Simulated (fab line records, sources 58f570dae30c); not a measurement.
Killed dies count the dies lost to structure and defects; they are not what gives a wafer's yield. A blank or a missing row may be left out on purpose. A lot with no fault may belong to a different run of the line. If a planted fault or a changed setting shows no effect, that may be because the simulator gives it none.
fab line records	flow berkeley_cmos170
record lots=14	wafers=41	last_day=12
route steps=331 shown NSD@194 M1@240 M2@272
lots with no fault: from the same line, run without faults
start_h: hours from the record's opening day to when the first of the lot's shown wafers began	wait_h: hours from the lot's prior step to this one	" identical to the entry in the row above	L1.1+2: a single row standing in for several wafers	- either no value or no given start	* or withheld: withheld	< > ~ a bound
route shown NAME@n: names a module that has steps shown in the file, with the first one's number in the route	usual: the fault-free wafers' mean and standard deviation	same: alike in all rows	chamber/n: place in a boat	sites: the reading at each site	_std_site: the values' standard deviation	_edge_site: mean of outer sites minus mean of inner sites	radius_mm: for every site, how far away it sits from the centre of the wafer	mask NAME#n: copy n	behind: the tool/chamber that last shaped the wafer	hold: the reason the lot was held/the length of the hold in hours/how it ended	device: which transistor (n, p or np) failed to switch	end of line: tests of these same wafers at the route's end	step lacking rows: just its recipe	killed: not the wafer's yield, but the dies lost to structure and defects at the first sort	map: dies across one wafer; x = killed, . = not, _ = none there
set.NAME: the setting that was run; set.NAME@STEP: the one run at that earlier step	model.NAME: the simulator's own value behind a step, which no gauge read
the route's steps for a sample of lots (tables are steps, rows are wafers)
services: when a tool's chamber went out of use (start_h, in hours from the record's first day, below 0 if earlier), for how many hours, and the reason
## steps
# step UCB170_NSD_OVL_MEAS_07
# usual NSD_OVL=3/5.1
lot.wafer	tool	chamber	start_h	wait_h	NSD_OVL[nm]
L193.2	overlay-01	-	116.52	0.1	12
L193.3	"	-	"	"	-2
L193.6	"	-	"	"	3
L194.1	overlay-01	-	141.31	0.1	6
L194.2	"	-	"	"	9
L194.4	"	-	"	"	6
L195.1	overlay-02	-	150.84	0.1	3
L195.5	"	-	"	"	-1
L195.6	"	-	"	"	0
L197.3	overlay-01	-	167.11	0.1	-1
L197.4	"	-	"	"	-2
L197.5	"	-	"	"	-2
L200.1	overlay-02	-	178.08	0.1	1
L200.2	"	-	"	"	-6
L200.6	"	-	"	"	0
L202.1	overlay-02	-	181.90	0.1	4
L202.2	"	-	"	"	-1
L202.6	"	-	"	"	-6
L203.2	overlay-01	-	191.92	0.1	0
L203.3	"	-	"	"	5
L203.5	"	-	"	"	4
L205.3	overlay-01	-	192.05	0.1	1
L205.4	"	-	"	"	3
L205.5	"	-	"	"	-3
L204.2	overlay-01	-	201.98	0.1	4
L204.4	"	-	"	"	4
L204.6	"	-	"	"	6
L207.2	overlay-02	-	202.26	0.1	-7
L207.3	"	-	"	"	6
L207.6	"	-	"	"	-4
L208.2	overlay-02	-	207.82	0.1	4
L208.4	"	-	"	"	2
L208.6	"	-	"	"	7
L210.2	overlay-02	-	226.48	0.1	5
L210.5	"	-	"	"	7
L210.6	"	-	"	"	2
L211.4	overlay-01	-	235.87	0.1	-4
L211.6	"	-	"	"	-1
L216.2	overlay-01	-	251.14	0.1	7
L216.5	"	-	"	"	1
L216.6	"	-	"	"	1
# step UCB170_NSD_STRIP_09
# recipe chemistry=O2	power_w=400	pressure_mtorr=3500	platen_temp_c=withheld	o2_flow_sccm=400	overash_fraction=0.5
# usual drypump_motor_current_A=5.7/0.51	oes_product_au=0.534/0.0042	strip_time_to_endpoint_s=35.85/0.084
lot.wafer	tool	chamber	start_h	wait_h	drypump_motor_current_A	oes_product_au	rf_hours_counter_h	strip_time_to_endpoint_s
L193.2	plasma_asher-04	0	116.70	0.1	5.8	0.531	34	35.77
L193.3	"	0	"	"	5.8	0.536	-	35.85
L193.6	"	0	"	"	5.8	0.533	-	35.87
L194.1	plasma_asher-04	1	141.50	0.1	4.8	0.532	37	35.87
L194.2	"	0	"	"	5.8	0.529	37	35.91
L194.4	"	0	"	"	5.8	0.534	-	35.87
L195.1	plasma_asher-03	0	151.02	0.1	6.1	0.537	3	35.97
L195.5	"	0	"	"	6.1	0.527	-	35.94
L195.6	"	1	"	"	6.0	0.533	-	36.03
L197.3	plasma_asher-04	0	167.32	0.1	5.7	0.527	-	35.85
L197.4	"	1	"	"	4.8	0.531	-	35.85
L197.5	"	0	"	"	5.8	0.534	-	35.89
L200.1	plasma_asher-03	0	178.27	0.1	6.1	0.535	4	35.78
L200.2	"	1	"	"	6.0	0.537	4	35.80
L200.6	"	0	"	"	6.1	0.534	-	35.88
L202.1	plasma_asher-04	0	182.08	0.1	5.8	0.530	41	35.97
L202.2	"	1	"	"	4.8	0.538	41	35.96
L202.6	"	1	"	"	4.7	0.538	-	35.91
L203.2	plasma_asher-04	1	192.10	0.1	4.7	0.534	42	35.86
L203.3	"	1	"	"	4.8	0.544	-	35.84
L203.5	"	0	"	"	5.8	0.542	-	35.86
L205.3	plasma_asher-03	1	192.28	0.1	6.1	0.540	-	35.87
L205.4	"	0	"	"	6.1	0.531	-	35.92
L205.5	"	1	"	"	6.0	0.524	-	35.86
L204.2	plasma_asher-04	0	202.16	0.1	5.8	0.526	43	35.97
L204.4	"	1	"	"	4.8	0.533	-	35.97
L204.6	"	1	"	"	4.8	0.527	-	36.04
L207.2	plasma_asher-03	1	202.44	0.1	6.0	0.534	7	35.92
L207.3	"	1	"	"	6.0	0.535	-	35.96
L207.6	"	0	"	"	6.1	0.535	-	35.89
L208.2	plasma_asher-03	0	208.00	0.1	6.1	0.534	7	35.85
L208.4	"	0	"	"	6.1	0.529	-	35.87
L208.6	"	1	"	"	6.0	0.532	-	35.93
L210.2	plasma_asher-02	0	226.66	0.1	6.3	0.526	51	35.87
L210.5	"	1	"	"	5.4	0.536	-	35.79
L210.6	"	0	"	"	6.3	0.534	-	35.75
L211.4	plasma_asher-02	1	236.07	0.1	5.4	0.526	-	35.79
L211.6	"	1	"	"	5.4	0.530	-	35.80
L216.2	plasma_asher-04	0	251.32	0.1	5.8	0.532	48	35.68
L216.5	"	0	"	"	5.8	0.539	-	35.75
L216.6	"	1	"	"	4.7	0.533	-	35.66
# step UCB170_M1_THK_MEAS_02
# recipe thk_meas_gauge=xrf	reads=Al_of_M1_SPUTTER_00
# usual M1_AL_THK=604/8.4
lot.wafer	tool	chamber	start_h	wait_h	M1_AL_THK[nm]
L193.2	film_metro-01	-	123.96	0.1	619
L193.3	"	-	"	"	605
L193.6	"	-	"	"	618
L194.1	film_metro-04	-	150.19	0.1	617
L194.2	"	-	"	"	616
L194.4	"	-	"	"	613
L195.1	film_metro-01	-	160.05	0.1	595
L195.5	"	-	"	"	602
L195.6	"	-	"	"	589
L197.3	film_metro-01	-	176.92	0.1	599
L197.4	"	-	"	"	599
L197.5	"	-	"	"	596
L200.1	film_metro-04	-	186.79	0.1	596
L200.2	"	-	"	"	595
L200.6	"	-	"	"	595
L202.1	film_metro-02	-	189.43	0.1	591
L202.2	"	-	"	"	597
L202.6	"	-	"	"	603
L203.2	film_metro-02	-	201.73	0.1	596
L203.3	"	-	"	"	587
L203.5	"	-	"	"	590
L205.3	film_metro-04	-	201.89	0.1	611
L205.4	"	-	"	"	602
L205.5	"	-	"	"	612
L204.2	film_metro-01	-	218.44	0.1	613
L204.4	"	-	"	"	610
L204.6	"	-	"	"	605
L207.2	film_metro-02	-	218.56	0.1	594
L207.3	"	-	"	"	597
L207.6	"	-	"	"	594
L208.2	film_metro-01	-	219.46	0.1	603
L208.4	"	-	"	"	598
L208.6	"	-	"	"	601
L210.2	film_metro-04	-	238.39	0.1	611
L210.5	"	-	"	"	603
L210.6	"	-	"	"	613
L211.4	film_metro-04	-	244.95	0.1	614
L211.6	"	-	"	"	616
L216.2	film_metro-02	-	259.10	0.1	612
L216.5	"	-	"	"	604
L216.6	"	-	"	"	609
# step UCB170_M2_SPUTTER_01
# recipe material=Al	target_thk_nm=900	time_s=120	power_w=6000	chamber_pressure_pa=0.5
# usual throttle_valve_pct=29.9/1.3
lot.wafer	tool	chamber	start_h	wait_h	throttle_valve_pct
L193.2	pvd_sputter-04	-	133.60	0.0	28.2
L193.3	"	-	"	"	29.6
L193.6	"	-	"	"	29.8
L194.1	pvd_sputter-01	-	160.20	0.0	27.2
L194.2	"	-	"	"	30.0
L194.4	"	-	"	"	30.7
L195.1	pvd_sputter-01	-	167.27	0.0	27.3
L195.5	"	-	"	"	30.8
L195.6	"	-	"	"	29.8
L197.3	pvd_sputter-01	-	183.92	0.0	29.7
L197.4	"	-	"	"	30.9
L197.5	"	-	"	"	30.8
L200.1	pvd_sputter-03	-	195.73	0.0	29.7
L200.2	"	-	"	"	29.8
L200.6	"	-	"	"	29.9
L202.1	pvd_sputter-04	-	196.64	0.0	29.8
L202.2	"	-	"	"	30.7
L202.6	"	-	"	"	28.3
L203.2	pvd_sputter-03	-	210.22	0.0	29.6
L203.3	"	-	"	"	29.3
L203.5	"	-	"	"	29.8
L205.3	pvd_sputter-01	-	210.47	0.0	30.6
L205.4	"	-	"	"	29.6
L205.5	"	-	"	"	30.7
L204.2	pvd_sputter-03	-	226.20	0.0	29.8
L204.4	"	-	"	"	29.7
L204.6	"	-	"	"	29.4
L207.2	pvd_sputter-04	-	226.79	0.0	31.0
L207.3	"	-	"	"	29.7
L207.6	"	-	"	"	29.7
L208.2	pvd_sputter-03	-	227.09	0.0	29.9
L208.4	"	-	"	"	29.4
L208.6	"	-	"	"	30.0
L210.2	pvd_sputter-01	-	249.27	0.0	30.6
L210.5	"	-	"	"	31.8
L210.6	"	-	"	"	30.7
L211.4	pvd_sputter-01	-	254.57	0.0	31.8
L211.6	"	-	"	"	30.7
L216.2	pvd_sputter-04	-	268.77	0.0	29.8
L216.5	"	-	"	"	28.3
L216.6	"	-	"	"	30.7
# step UCB170_M2_RS_MEAS_02
# recipe thk_meas_gauge=four-point-probe	reads=Al_of_M2_SPUTTER_01
# usual M2_AL_RS=0.0322/0.00039
lot.wafer	tool	chamber	start_h	wait_h	hold	M2_AL_RS[ohm/sq]
L193.2	film_metro-01	-	133.71	0.1	-	0.0326
L193.3	"	-	"	"	-	0.0321
L193.6	"	-	"	"	-	0.0323
L194.1	film_metro-01	-	160.28	0.0	-	0.0313
L194.2	"	-	"	"	-	0.0319
L194.4	"	-	"	"	-	0.0321
L195.1	film_metro-04	-	167.36	0.0	-	0.0311
L195.5	"	-	"	"	-	0.0320
L195.6	"	-	"	"	-	0.0319
L197.3	film_metro-03	-	184.05	0.1	-	0.0323
L197.4	"	-	"	"	-	0.0322
L197.5	"	-	"	"	-	0.0322
L200.1	film_metro-03	-	195.81	0.0	-	0.0329
L200.2	"	-	"	"	-	0.0323
L200.6	"	-	"	"	-	0.0323
L202.1	film_metro-03	-	196.72	0.0	-	0.0312
L202.2	"	-	"	"	-	0.0318
L202.6	"	-	"	"	-	0.0319
L203.2	film_metro-03	-	210.33	0.1	-	0.0323
L203.3	"	-	"	"	-	0.0322
L203.5	"	-	"	"	-	0.0323
L205.3	film_metro-01	-	210.59	0.1	-	0.0322
L205.4	"	-	"	"	-	0.0325
L205.5	"	-	"	"	-	0.0324
L204.2	film_metro-01	-	226.31	0.1	-	0.0317
L204.4	"	-	"	"	-	0.0323
L204.6	"	-	"	"	-	0.0317
L207.2	film_metro-03	-	226.89	0.1	-	0.0321
L207.3	"	-	"	"	-	0.0323
L207.6	"	-	"	"	-	0.0324
L208.2	film_metro-01	-	227.20	0.1	-	0.0324
L208.4	"	-	"	"	-	0.0320
L208.6	"	-	"	"	-	0.0323
L210.2	film_metro-03	-	249.37	0.1	await_dispo/0.2h/release	0.0323
L210.5	"	-	"	"	await_dispo/0.2h/release	0.0642
L210.6	"	-	"	"	await_dispo/0.2h/release	0.0321
L210.2	film_metro-03	-	249.66	0.3	-	0.0323
L210.5	"	-	"	"	-	0.0642
L210.6	"	-	"	"	-	0.0322
L211.4	film_metro-01	-	254.71	0.1	await_dispo/0.2h/release	0.0636
L211.6	"	-	"	"	await_dispo/0.2h/release	0.0320
L211.4	film_metro-01	-	255.18	0.5	-	0.0637
L211.6	"	-	"	"	-	0.0321
L216.2	film_metro-03	-	268.88	0.1	-	0.0315
L216.5	"	-	"	"	-	0.0322
L216.6	"	-	"	"	-	0.0319
# step UCB170_M2_THK_MEAS_03
# recipe thk_meas_gauge=xrf	reads=Al_of_M2_SPUTTER_01
# usual M2_AL_THK=896/13
lot.wafer	tool	chamber	start_h	wait_h	hold	M2_AL_THK[nm]
L193.2	film_metro-01	-	133.82	0.1	-	884
L193.3	"	-	"	"	-	900
L193.6	"	-	"	"	-	894
L194.1	film_metro-01	-	160.40	0.1	-	920
L194.2	"	-	"	"	-	893
L194.4	"	-	"	"	-	893
L195.1	film_metro-04	-	167.48	0.1	-	930
L195.5	"	-	"	"	-	913
L195.6	"	-	"	"	-	908
L197.3	film_metro-03	-	184.15	0.1	-	891
L197.4	"	-	"	"	-	894
L197.5	"	-	"	"	-	892
L200.1	film_metro-03	-	195.93	0.1	-	878
L200.2	"	-	"	"	-	890
L200.6	"	-	"	"	-	886
L202.1	film_metro-03	-	196.84	0.1	-	918
L202.2	"	-	"	"	-	909
L202.6	"	-	"	"	-	896
L203.2	film_metro-03	-	210.44	0.1	-	891
L203.3	"	-	"	"	-	892
L203.5	"	-	"	"	-	886
L205.3	film_metro-01	-	210.69	0.1	-	893
L205.4	"	-	"	"	-	882
L205.5	"	-	"	"	-	886
L204.2	film_metro-01	-	226.42	0.1	-	905
L204.4	"	-	"	"	-	891
L204.6	"	-	"	"	-	903
L207.2	film_metro-03	-	227.00	0.1	-	892
L207.3	"	-	"	"	-	891
L207.6	"	-	"	"	-	889
L208.2	film_metro-01	-	227.31	0.1	-	885
L208.4	"	-	"	"	-	894
L208.6	"	-	"	"	-	884
L210.2	film_metro-03	-	253.67	4.0	await_dispo/0.2h/release	889
L210.5	"	-	"	"	await_dispo/0.2h/release	455
L210.6	"	-	"	"	await_dispo/0.2h/release	898
L210.2	film_metro-03	-	254.00	0.3	-	892
L210.5	"	-	"	"	-	453
L210.6	"	-	"	"	-	899
L211.4	film_metro-01	-	256.91	1.7	await_dispo/0.2h/release	457
L211.6	"	-	"	"	await_dispo/0.2h/release	895
L211.4	film_metro-01	-	257.20	0.3	-	461
L211.6	"	-	"	"	-	897
L216.2	film_metro-03	-	268.99	0.1	-	915
L216.5	"	-	"	"	-	895
L216.6	"	-	"	"	-	902
# step UCB170_M2_METAL_ETCH_18
# recipe chemistry=Cl2/BCl3	target=Al	stop_on=SiO2	pressure_mtorr=12	target_depth_a=11700	over_etch_frac=0.3	time_s=195	icp_w=608.1	bias_w=120	Cl2_flow_sccm=90	bcl3_flow_sccm=45
# usual drypump_motor_current_A=5.6/0.53	oes_product_au=0.857/0.015	throttle_valve_pct=24.4/0.38
lot.wafer	tool	chamber	start_h	wait_h	drypump_motor_current_A	oes_product_au	rf_hours_counter_h	throttle_valve_pct
L193.2	rie_metal-02	1	136.20	-	5.8	0.843	15	24.2
L193.3	"	0	"	"	4.9	0.884	-	24.9
L193.6	"	1	"	"	5.8	0.855	-	24.2
L194.1	rie_metal-01	0	162.35	-	5.6	0.881	9	24.5
L194.2	"	1	"	"	5.2	0.843	11	23.8
L194.4	"	0	"	"	5.6	0.863	-	24.5
L195.1	rie_metal-01	0	169.75	-	5.6	0.878	9	24.5
L195.5	"	0	"	"	5.6	0.859	-	24.5
L195.6	"	1	"	"	5.2	0.855	-	23.8
L197.3	rie_metal-04	0	186.28	-	5.7	0.858	-	24.6
L197.4	"	1	"	"	6.6	0.837	-	24.7
L197.5	"	0	"	"	5.7	0.858	-	24.6
L200.1	rie_metal-04	1	197.80	-	6.6	0.838	7	24.7
L200.2	"	0	"	"	5.7	0.863	5	24.6
L200.6	"	1	"	"	6.5	0.831	-	24.7
L202.1	rie_metal-02	0	198.79	-	4.9	0.886	3	24.9
L202.2	"	1	"	"	5.8	0.852	17	24.2
L202.6	"	0	"	"	4.9	0.882	-	24.9
L203.2	rie_metal-04	0	212.25	-	5.7	0.861	5	24.6
L203.3	"	0	"	"	5.7	0.866	-	24.6
L203.5	"	0	"	"	5.7	0.862	-	24.6
L205.3	rie_metal-01	1	212.70	-	5.2	0.842	-	23.8
L205.4	"	0	"	"	5.6	0.855	-	24.5
L205.5	"	0	"	"	5.6	0.858	-	24.5
L204.2	rie_metal-01	1	228.61	-	5.2	0.852	12	23.8
L204.4	"	0	"	"	5.6	0.862	-	24.5
L204.6	"	0	"	"	5.6	0.862	-	24.5
L207.2	rie_metal-02	1	229.17	-	5.7	0.874	0	24.3
L207.3	"	0	"	"	4.9	0.872	-	24.9
L207.6	"	0	"	"	4.9	0.869	-	24.9
L208.2	rie_metal-01	0	229.65	-	5.6	0.867	11	24.5
L208.4	"	1	"	"	5.2	0.848	-	23.8
L208.6	"	0	"	"	5.6	0.854	-	24.5
L211.4	rie_metal-02	1	260.70	-	5.8	0.638	-	24.4
L211.6	"	1	"	"	5.8	0.868	-	24.3
L210.2	rie_metal-02	1	261.50	-	5.8	0.873	1	24.3
L210.5	"	1	"	"	5.8	0.630	-	24.4
L210.6	"	0	"	"	4.9	0.869	-	24.9
L216.2	rie_metal-01	0	271.58	-	5.6	0.861	12	24.5
L216.5	"	1	"	"	5.2	0.848	-	23.8
L216.6	"	0	"	"	5.6	0.865	-	24.5
## services
tool	chamber	start_h	hours	kind
plasma_asher-02	-	95.28	6.6	repair
plasma_asher-03	-	108.80	9.0	pm
plasma_asher-03	0	108.80	9.0	vent_cycle
plasma_asher-03	1	108.80	9.0	vent_cycle
plasma_asher-03	0	117.80	-	clean
plasma_asher-03	1	117.80	-	clean
plasma_asher-02	-	119.59	1.4	repair
plasma_asher-03	-	123.99	1.6	repair
rie_metal-01	-	130.28	2.8	pm
rie_metal-01	1	139.28	2.6	repair
plasma_asher-03	-	153.40	14.6	pm
plasma_asher-02	-	169.02	2.8	pm
plasma_asher-03	-	194.99	2.1	repair
pvd_sputter-04	-	198.17	0.8	repair
rie_metal-02	1	201.67	-	clean
rie_metal-02	1	201.67	22.7	scheduled_down
rie_metal-02	1	201.67	22.7	vent_cycle
rie_metal-04	0	225.68	30.9	repair
pvd_sputter-04	-	240.57	9.5	repair
pvd_sputter-01	-	250.77	2.3	repair
plasma_asher-02	-	252.87	4.3	pm
pvd_sputter-04	-	259.82	3.4	repair
## key
first_sign step=UCB170_M2_RS_MEAS_02	reading=visit	direction=added
effect step=UCB170_M2_RS_MEAS_02	reading=M2_AL_RS	direction=up	sigmas=80	usual=0.0322	struck=0.0639
effect step=UCB170_M2_THK_MEAS_03	reading=visit	direction=added
effect step=UCB170_M2_THK_MEAS_03	reading=M2_AL_THK	direction=down	sigmas=35	usual=896	struck=456
effect step=UCB170_M2_METAL_ETCH_18	reading=oes_product_au	direction=down	sigmas=15	usual=0.857	struck=0.634
met_at UCB170_M2_SPUTTER_01
struck_lots L210,L211
struck_wafers L210.5,L211.4
sort_left_out L210.5,L211.4
not_acting_at UCB170_NSD_OVL_MEAS_07,UCB170_NSD_STRIP_09,UCB170_M1_THK_MEAS_02
fault kind=process_parameter_drift	tool=pvd_sputter-01	chamber=-	onset_h=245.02	steps=UCB170_M2_SPUTTER_01	channel=time_s	offset=*	shape=step	end_h=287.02	acts_in=*	stated=*	scope=struck_wafers_only
# sort_left_out: the simulated sort isn't trusted on such a fault, so these wafers' sort isn't shown, and their yield isn't known
